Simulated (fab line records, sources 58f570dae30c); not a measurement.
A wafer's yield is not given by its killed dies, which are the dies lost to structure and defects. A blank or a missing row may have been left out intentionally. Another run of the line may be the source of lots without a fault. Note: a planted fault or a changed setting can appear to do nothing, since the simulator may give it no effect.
fab line records | flow berkeley_cmos170
record lots=14 | wafers=42 | last_day=13
route steps=331 shown ACTIVE@66 FIELD@96 PLDD@153 PSD@181
lots that met no fault: taken from a fault-free run of the same line
start_h: the number of hours between the record's first day and the start of the first shown wafer of the lot | wait_h: hours from the lot's prior step to this one | " the same as in the row above | L1.1+2: a row that stands for several wafers | - no value, or no start was given | * or withheld: withheld | < > ~ a bound
route shown NAME@n: names a module that has steps shown in the file, with the first one's number in the route | usual: the fault-free wafers' mean and standard deviation | same: alike in all rows | chamber/n: place in a boat | sites: readings site by site | _std_site: their standard deviation | _edge_site: inner sites' mean taken away from outer sites' mean | radius_mm: for every site, how far away it sits from the centre of the wafer | mask NAME#n: copy n | behind: the last tool/chamber to shape the wafer | hold: what put the lot on hold/how long, in hours/how the hold closed | device: the transistor (n, p or np) that didn't switch | end of line: the tests these same wafers got at the end of their route | a step with no rows: only its recipe | killed: dies that structure and defects cost at the first sort, which is not the same as the wafer's yield | map: a wafer's dies, marking killed ones x, the rest . and places with no die _
set.NAME: the setting as run; set.NAME@STEP: as run at that earlier step | model.NAME: the simulator's own value behind a step, which no gauge read
the route's steps for a sample of lots (tables are steps, rows are wafers)
services: a tool's chamber out of use, with start hour (start_h, from the record's first day; less than 0 if before it), hours out, and reason
## steps
# step UCB170_ACTIVE_THK_MEAS_06
# recipe reads=Si3N4_of_ACTIVE_CVD_05
# usual ACTIVE_NITRIDE_THK=220.7/1.7
lot.wafer | tool          | chamber | start_h | wait_h | ACTIVE_NITRIDE_THK[nm]
L489.1    | film_metro-02 | -       | 89.34   | 0.0    | 221.7
L489.5    | "             | -       | "       | "      | 222.8
L489.6    | "             | -       | "       | "      | 220.4
L491.2    | film_metro-02 | -       | 101.07  | 0.0    | 218.2
L491.5    | "             | -       | "       | "      | 217.2
L491.6    | "             | -       | "       | "      | 218.1
L494.1    | film_metro-01 | -       | 118.39  | 0.0    | 219.9
L494.2    | "             | -       | "       | "      | 217.6
L494.6    | "             | -       | "       | "      | 220.9
L495.3    | film_metro-02 | -       | 118.41  | 0.0    | 221.3
L495.4    | "             | -       | "       | "      | 223.3
L495.6    | "             | -       | "       | "      | 223.0
L493.3    | film_metro-03 | -       | 118.41  | 0.0    | 216.9
L493.4    | "             | -       | "       | "      | 217.3
L493.5    | "             | -       | "       | "      | 216.0
L496.3    | film_metro-02 | -       | 127.61  | 0.0    | 219.1
L496.4    | "             | -       | "       | "      | 220.1
L496.5    | "             | -       | "       | "      | 221.7
L497.2    | film_metro-01 | -       | 131.85  | 0.0    | 219.0
L497.4    | "             | -       | "       | "      | 219.7
L497.6    | "             | -       | "       | "      | 220.4
L498.2    | film_metro-03 | -       | 142.78  | 0.0    | 220.4
L498.5    | "             | -       | "       | "      | 222.3
L498.6    | "             | -       | "       | "      | 219.8
L500.2    | film_metro-03 | -       | 148.20  | 0.0    | 217.9
L500.4    | "             | -       | "       | "      | 218.6
L500.5    | "             | -       | "       | "      | 216.9
L505.1    | film_metro-02 | -       | 187.13  | 0.0    | 223.5
L505.4    | "             | -       | "       | "      | 222.7
L505.5    | "             | -       | "       | "      | 223.8
L507.2    | film_metro-03 | -       | 187.14  | 0.0    | 221.5
L507.4    | "             | -       | "       | "      | 220.4
L507.6    | "             | -       | "       | "      | 220.1
L509.3    | film_metro-03 | -       | 196.05  | 0.0    | 221.3
L509.4    | "             | -       | "       | "      | 223.4
L509.6    | "             | -       | "       | "      | 221.8
L510.1    | film_metro-02 | -       | 207.87  | 0.0    | 222.2
L510.3    | "             | -       | "       | "      | 220.7
L510.4    | "             | -       | "       | "      | 221.2
L511.1    | film_metro-03 | -       | 207.87  | 0.0    | 221.2
L511.3    | "             | -       | "       | "      | 219.9
L511.6    | "             | -       | "       | "      | 221.1
# step UCB170_FIELD_THK_MEAS_90
# recipe reads=SiO2_of_FIELD_OXIDATION_01
# usual FIELD_OXIDE_LEFT_1_THK=438/10
lot.wafer | tool          | chamber | start_h | wait_h | FIELD_OXIDE_LEFT_1_THK[nm]
L489.1    | film_metro-04 | -       | 108.70  | 0.0    | 449
L489.5    | "             | -       | "       | "      | 452
L489.6    | "             | -       | "       | "      | 457
L491.2    | film_metro-04 | -       | 121.38  | 0.0    | 433
L491.5    | "             | -       | "       | "      | 439
L491.6    | "             | -       | "       | "      | 439
L494.1    | film_metro-04 | -       | 138.00  | 0.0    | 436
L494.2    | "             | -       | "       | "      | 439
L494.6    | "             | -       | "       | "      | 440
L493.3    | film_metro-03 | -       | 138.02  | 0.0    | 447
L493.4    | "             | -       | "       | "      | 448
L493.5    | "             | -       | "       | "      | 452
L495.3    | film_metro-01 | -       | 138.02  | 0.0    | 443
L495.4    | "             | -       | "       | "      | 437
L495.6    | "             | -       | "       | "      | 435
L497.2    | film_metro-04 | -       | 147.40  | 0.0    | 439
L497.4    | "             | -       | "       | "      | 441
L497.6    | "             | -       | "       | "      | 441
L496.3    | film_metro-03 | -       | 147.43  | 0.0    | 446
L496.4    | "             | -       | "       | "      | 454
L496.5    | "             | -       | "       | "      | 433
L498.2    | film_metro-03 | -       | 165.05  | 0.0    | 447
L498.5    | "             | -       | "       | "      | 432
L498.6    | "             | -       | "       | "      | 443
L500.2    | film_metro-04 | -       | 175.78  | 0.0    | 431
L500.4    | "             | -       | "       | "      | 424
L500.5    | "             | -       | "       | "      | 436
L507.2    | film_metro-04 | -       | 204.89  | 0.0    | 421
L507.4    | "             | -       | "       | "      | 434
L507.6    | "             | -       | "       | "      | 427
L505.1    | film_metro-01 | -       | 211.92  | 0.0    | 436
L505.4    | "             | -       | "       | "      | 426
L505.5    | "             | -       | "       | "      | 425
L509.3    | film_metro-04 | -       | 216.19  | 0.0    | 413
L509.4    | "             | -       | "       | "      | 418
L509.6    | "             | -       | "       | "      | 423
L510.1    | film_metro-04 | -       | 230.39  | 0.0    | 418
L510.3    | "             | -       | "       | "      | 425
L510.4    | "             | -       | "       | "      | 430
L511.1    | film_metro-03 | -       | 230.39  | 0.0    | 449
L511.3    | "             | -       | "       | "      | 441
L511.6    | "             | -       | "       | "      | 441
# step UCB170_PLDD_IMPLANT_08
# recipe species=BF2 | dose_cm2=5e+13 | energy_kev=10 | tilt_deg=7 | rotation_deg=0
# usual beam_on_s=10.00/0.21 | end_station_pressure_torr=5.18e-06/2.6e-07 | faraday_current_uA=159/3.2 | rotation_deg=0.001/0.018
lot.wafer | tool         | chamber | start_h | wait_h | beam_on_s | end_station_pressure_torr | faraday_current_uA | rotation_deg
L489.1    | implanter-03 | 0       | 145.48  | 0.0    | 9.96      | 5.09e-06                  | 158                | 0.034
L489.5    | "            | 0       | "       | "      | 10.40     | 5.45e-06                  | 152                | 0.012
L489.6    | "            | 0       | "       | "      | 9.68      | 4.74e-06                  | 164                | -0.025
L491.2    | implanter-04 | 0       | 156.79  | 0.0    | 10.25     | 5.08e-06                  | 155                | -0.018
L491.5    | "            | 0       | "       | "      | 9.87      | 5.43e-06                  | 161                | 0.014
L491.6    | "            | 0       | "       | "      | 10.12     | 4.97e-06                  | 156                | -0.027
L495.3    | implanter-04 | 0       | 177.86  | 0.1    | 9.87      | 5.35e-06                  | 161                | 0.016
L495.4    | "            | 0       | "       | "      | 10.21     | 5.12e-06                  | 155                | 0.035
L495.6    | "            | 0       | "       | "      | 9.97      | 4.39e-06                  | 159                | 0.020
L493.3    | implanter-02 | 0       | 178.12  | 0.1    | 9.85      | 5.43e-06                  | 161                | -0.021
L493.4    | "            | 0       | "       | "      | 9.78      | 5.22e-06                  | 162                | 0.007
L493.5    | "            | 0       | "       | "      | 9.80      | 5.41e-06                  | 162                | -0.006
L494.1    | implanter-04 | 0       | 178.75  | 0.0    | 10.62     | 4.96e-06                  | 149                | 0.016
L494.2    | "            | 0       | "       | "      | 9.91      | 5.11e-06                  | 160                | -0.005
L494.6    | "            | 0       | "       | "      | 10.08     | 5.3e-06                   | 158                | -0.026
L497.2    | implanter-02 | 0       | 188.28  | 0.0    | 9.67      | 5.17e-06                  | 164                | -0.020
L497.4    | "            | 0       | "       | "      | 10.17     | 5.09e-06                  | 156                | 0.002
L497.6    | "            | 0       | "       | "      | 9.90      | 5.29e-06                  | 161                | -0.004
L496.3    | implanter-04 | 0       | 188.58  | 0.1    | 12.51     | 9.971e-05                 | 128                | 0.003
L496.4    | "            | 0       | "       | "      | 12.40     | 9.483e-05                 | 129                | 0.009
L496.5    | "            | 0       | "       | "      | 12.27     | 8.757e-05                 | 130                | -0.017
L498.2    | implanter-04 | 0       | 212.93  | 0.0    | 12.36     | 9.014e-05                 | 130                | 0.029
L498.5    | "            | 0       | "       | "      | 12.05     | 9.007e-05                 | 134                | 0.011
L498.6    | "            | 0       | "       | "      | 11.97     | 9.794e-05                 | 134                | 0.011
L500.2    | implanter-02 | 0       | 222.31  | 0.0    | 10.05     | 4.77e-06                  | 157                | -0.023
L500.4    | "            | 0       | "       | "      | 10.14     | 4.91e-06                  | 157                | -0.017
L500.5    | "            | 0       | "       | "      | 10.25     | 4.92e-06                  | 154                | -0.019
L507.2    | implanter-02 | 0       | 240.34  | 0.0    | 10.06     | 5.29e-06                  | 158                | 0.034
L507.4    | "            | 0       | "       | "      | 10.11     | 5.2e-06                   | 157                | 0.009
L507.6    | "            | 0       | "       | "      | 9.99      | 5.29e-06                  | 159                | 0.015
L509.3    | implanter-02 | 0       | 251.58  | 0.1    | 9.99      | 5.16e-06                  | 158                | 0.014
L509.4    | "            | 0       | "       | "      | 9.91      | 4.9e-06                   | 160                | 0.021
L509.6    | "            | 0       | "       | "      | 9.77      | 4.57e-06                  | 162                | 0.029
L505.1    | implanter-02 | 0       | 251.99  | 0.0    | 9.91      | 5.11e-06                  | 160                | 0.019
L505.4    | "            | 0       | "       | "      | 9.93      | 5.12e-06                  | 160                | -0.004
L505.5    | "            | 0       | "       | "      | 9.79      | 5.34e-06                  | 162                | -0.004
L511.1    | implanter-04 | 0       | 266.39  | 0.0    | 9.78      | 5.27e-06                  | 160                | 0.027
L511.3    | "            | 0       | "       | "      | 9.79      | 5.37e-06                  | 161                | 0.024
L511.6    | "            | 0       | "       | "      | 10.18     | 4.48e-06                  | 155                | 0.022
L510.1    | implanter-03 | 0       | 266.61  | 0.0    | 10.09     | 5.1e-06                   | 157                | -0.007
L510.3    | "            | 0       | "       | "      | 10.30     | 5.07e-06                  | 154                | 0.016
L510.4    | "            | 0       | "       | "      | 9.70      | 5.26e-06                  | 164                | -0.002
# step UCB170_PLDD_TW_MEAS_11
# usual PLDD_TW=1007/9.9
lot.wafer | tool          | chamber | start_h | wait_h | PLDD_TW
L489.1    | film_metro-02 | -       | 145.88  | 0.1    | 1024
L489.5    | "             | -       | "       | "      | 1024
L489.6    | "             | -       | "       | "      | 1018
L491.2    | film_metro-03 | -       | 157.17  | 0.1    | 997
L491.5    | "             | -       | "       | "      | 1004
L491.6    | "             | -       | "       | "      | 989
L495.3    | film_metro-01 | -       | 178.23  | 0.1    | 992
L495.4    | "             | -       | "       | "      | 991
L495.6    | "             | -       | "       | "      | 990
L493.3    | film_metro-03 | -       | 178.49  | 0.1    | 1003
L493.4    | "             | -       | "       | "      | 996
L493.5    | "             | -       | "       | "      | 1001
L494.1    | film_metro-02 | -       | 179.15  | 0.1    | 1022
L494.2    | "             | -       | "       | "      | 1018
L494.6    | "             | -       | "       | "      | 1017
L497.2    | film_metro-01 | -       | 188.67  | 0.1    | 989
L497.4    | "             | -       | "       | "      | 992
L497.6    | "             | -       | "       | "      | 990
L496.3    | film_metro-02 | -       | 188.95  | 0.1    | 1045
L496.4    | "             | -       | "       | "      | 1050
L496.5    | "             | -       | "       | "      | 1044
L498.2    | film_metro-02 | -       | 213.31  | 0.1    | 1044
L498.5    | "             | -       | "       | "      | 1052
L498.6    | "             | -       | "       | "      | 1048
L500.2    | film_metro-01 | -       | 222.70  | 0.1    | 999
L500.4    | "             | -       | "       | "      | 994
L500.5    | "             | -       | "       | "      | 1000
L507.2    | film_metro-03 | -       | 240.73  | 0.1    | 1002
L507.4    | "             | -       | "       | "      | 999
L507.6    | "             | -       | "       | "      | 1003
L509.3    | film_metro-03 | -       | 251.95  | 0.1    | 998
L509.4    | "             | -       | "       | "      | 1006
L509.6    | "             | -       | "       | "      | 999
L505.1    | film_metro-03 | -       | 252.39  | 0.1    | 996
L505.4    | "             | -       | "       | "      | 1005
L505.5    | "             | -       | "       | "      | 1002
L511.1    | film_metro-02 | -       | 266.79  | 0.1    | 1014
L511.3    | "             | -       | "       | "      | 1014
L511.6    | "             | -       | "       | "      | 1011
L510.1    | film_metro-03 | -       | 267.01  | 0.1    | 997
L510.3    | "             | -       | "       | "      | 999
L510.4    | "             | -       | "       | "      | 999
# step UCB170_PSD_CD_MEAS_06
# recipe target_cd_nm=1200
# usual cd_nm=1199.6/1.4
lot.wafer | tool      | chamber | start_h | wait_h | cd_nm
L489.1    | cd_sem-01 | -       | 156.97  | -      | 1198.4
L489.5    | "         | -       | "       | "      | 1198.1
L489.6    | "         | -       | "       | "      | 1199.8
L491.2    | cd_sem-01 | -       | 165.67  | -      | 1199.9
L491.5    | "         | -       | "       | "      | 1199.4
L491.6    | "         | -       | "       | "      | 1200.1
L495.3    | cd_sem-02 | -       | 190.79  | -      | 1201.0
L495.4    | "         | -       | "       | "      | 1200.7
L495.6    | "         | -       | "       | "      | 1200.6
L493.3    | cd_sem-01 | -       | 190.87  | -      | 1199.3
L493.4    | "         | -       | "       | "      | 1199.3
L493.5    | "         | -       | "       | "      | 1198.9
L494.1    | cd_sem-02 | -       | 191.00  | -      | 1200.8
L494.2    | "         | -       | "       | "      | 1200.4
L494.6    | "         | -       | "       | "      | 1200.0
L496.3    | cd_sem-01 | -       | 200.20  | -      | 1201.1
L496.4    | "         | -       | "       | "      | 1199.9
L496.5    | "         | -       | "       | "      | 1200.2
L497.2    | cd_sem-02 | -       | 200.34  | -      | 1198.8
L497.4    | "         | -       | "       | "      | 1199.1
L497.6    | "         | -       | "       | "      | 1200.3
L498.2    | cd_sem-02 | -       | 223.94  | -      | 1199.2
L498.5    | "         | -       | "       | "      | 1198.5
L498.6    | "         | -       | "       | "      | 1197.3
L500.2    | cd_sem-01 | -       | 231.65  | -      | 1200.5
L500.4    | "         | -       | "       | "      | 1199.8
L500.5    | "         | -       | "       | "      | 1199.4
L507.2    | cd_sem-01 | -       | 250.28  | -      | 1198.6
L507.4    | "         | -       | "       | "      | 1199.9
L507.6    | "         | -       | "       | "      | 1199.0
L509.3    | cd_sem-01 | -       | 260.59  | -      | 1197.3
L509.4    | "         | -       | "       | "      | 1198.6
L509.6    | "         | -       | "       | "      | 1198.4
L505.1    | cd_sem-01 | -       | 261.02  | -      | 1200.5
L505.4    | "         | -       | "       | "      | 1201.0
L505.5    | "         | -       | "       | "      | 1201.1
L511.1    | cd_sem-01 | -       | 274.46  | -      | 1199.6
L511.3    | "         | -       | "       | "      | 1198.4
L511.6    | "         | -       | "       | "      | 1198.9
L510.1    | cd_sem-02 | -       | 288.78  | -      | 1202.1
L510.3    | "         | -       | "       | "      | 1203.0
L510.4    | "         | -       | "       | "      | 1203.0
# step UCB170_SDANNEAL_RS_MEAS_04
# recipe thk_meas_gauge=four-point-probe
# usual PLDD_RS=1032.0/2.8
lot.wafer | tool          | chamber | start_h | wait_h | PLDD_RS[ohm/sq]
L489.1    | film_metro-01 | -       | 162.14  | 0.1    | 1035.0
L489.5    | "             | -       | "       | "      | 1033.7
L489.6    | "             | -       | "       | "      | 1033.9
L491.2    | film_metro-02 | -       | 169.86  | 0.1    | 1036.0
L491.5    | "             | -       | "       | "      | 1032.9
L491.6    | "             | -       | "       | "      | 1037.0
L495.3    | film_metro-02 | -       | 194.16  | 0.1    | 1032.3
L495.4    | "             | -       | "       | "      | 1028.0
L495.6    | "             | -       | "       | "      | 1030.6
L493.3    | film_metro-03 | -       | 194.40  | 0.1    | 1036.2
L493.4    | "             | -       | "       | "      | 1033.0
L493.5    | "             | -       | "       | "      | 1034.5
L494.1    | film_metro-01 | -       | 194.68  | 0.1    | 1028.8
L494.2    | "             | -       | "       | "      | 1028.9
L494.6    | "             | -       | "       | "      | 1027.8
L496.3    | film_metro-01 | -       | 203.42  | 0.1    | 951.7
L496.4    | "             | -       | "       | "      | 951.9
L496.5    | "             | -       | "       | "      | 952.7
L497.2    | film_metro-02 | -       | 203.67  | 0.1    | 1030.8
L497.4    | "             | -       | "       | "      | 1032.7
L497.6    | "             | -       | "       | "      | 1032.9
L498.2    | film_metro-02 | -       | 227.41  | 0.1    | 950.8
L498.5    | "             | -       | "       | "      | 953.5
L498.6    | "             | -       | "       | "      | 952.3
L500.2    | film_metro-03 | -       | 235.65  | 0.1    | 1034.0
L500.4    | "             | -       | "       | "      | 1031.5
L500.5    | "             | -       | "       | "      | 1027.8
L507.2    | film_metro-01 | -       | 254.75  | 0.1    | 1031.1
L507.4    | "             | -       | "       | "      | 1026.8
L507.6    | "             | -       | "       | "      | 1032.0
L509.3    | film_metro-02 | -       | 264.57  | 0.1    | 1036.8
L509.4    | "             | -       | "       | "      | 1035.0
L509.6    | "             | -       | "       | "      | 1035.2
L505.1    | film_metro-02 | -       | 265.17  | 0.1    | 1029.1
L505.4    | "             | -       | "       | "      | 1029.5
L505.5    | "             | -       | "       | "      | 1030.4
L511.1    | film_metro-02 | -       | 279.96  | 0.1    | 1028.0
L511.3    | "             | -       | "       | "      | 1026.9
L511.6    | "             | -       | "       | "      | 1030.1
L510.1    | film_metro-02 | -       | 294.57  | 0.1    | 1031.7
L510.3    | "             | -       | "       | "      | 1034.2
L510.4    | "             | -       | "       | "      | 1035.3
## services
tool         | chamber | start_h | hours | kind
implanter-03 | -       | 156.39  | 106.7 | pm
## key
first_sign step=UCB170_PLDD_IMPLANT_08 | reading=end_station_pressure_torr | direction=up | sigmas=99+ | usual=5.18e-06 | struck=9.338e-05
effect step=UCB170_PLDD_IMPLANT_08 | reading=beam_on_s | direction=up | sigmas=11 | usual=10.00 | struck=12.26
effect step=UCB170_PLDD_TW_MEAS_11 | reading=PLDD_TW | direction=up | sigmas=4 | usual=1007 | struck=1047
effect step=UCB170_SDANNEAL_RS_MEAS_04 | reading=PLDD_RS | direction=down | sigmas=28 | usual=1032.0 | struck=952.2
met_at UCB170_PLDD_IMPLANT_08
struck_lots L496,L498
tester_left_out L496,L498
not_acting_at UCB170_ACTIVE_THK_MEAS_06,UCB170_FIELD_THK_MEAS_90,UCB170_PSD_CD_MEAS_06
onset_between 178.75 188.58
fault kind=process_parameter_drift | tool=implanter-04 | chamber=- | onset_h=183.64 | steps=UCB170_PLDD_IMPLANT_08 | channel=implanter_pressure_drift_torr | offset=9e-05 | shape=step | end_h=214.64
fault kind=process_parameter_drift | tool=implanter-04 | chamber=- | onset_h=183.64 | steps=UCB170_PLDD_IMPLANT_08 | channel=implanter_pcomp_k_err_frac | offset=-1 | shape=step | end_h=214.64
# tester_left_out: of these lots the tester's yield and bins aren't shown, on N5 and GAA mostly nor the transistor test; their killed dies are dies lost to structure and defects alone, not to doping, threshold or leakage, so they don't give the yield
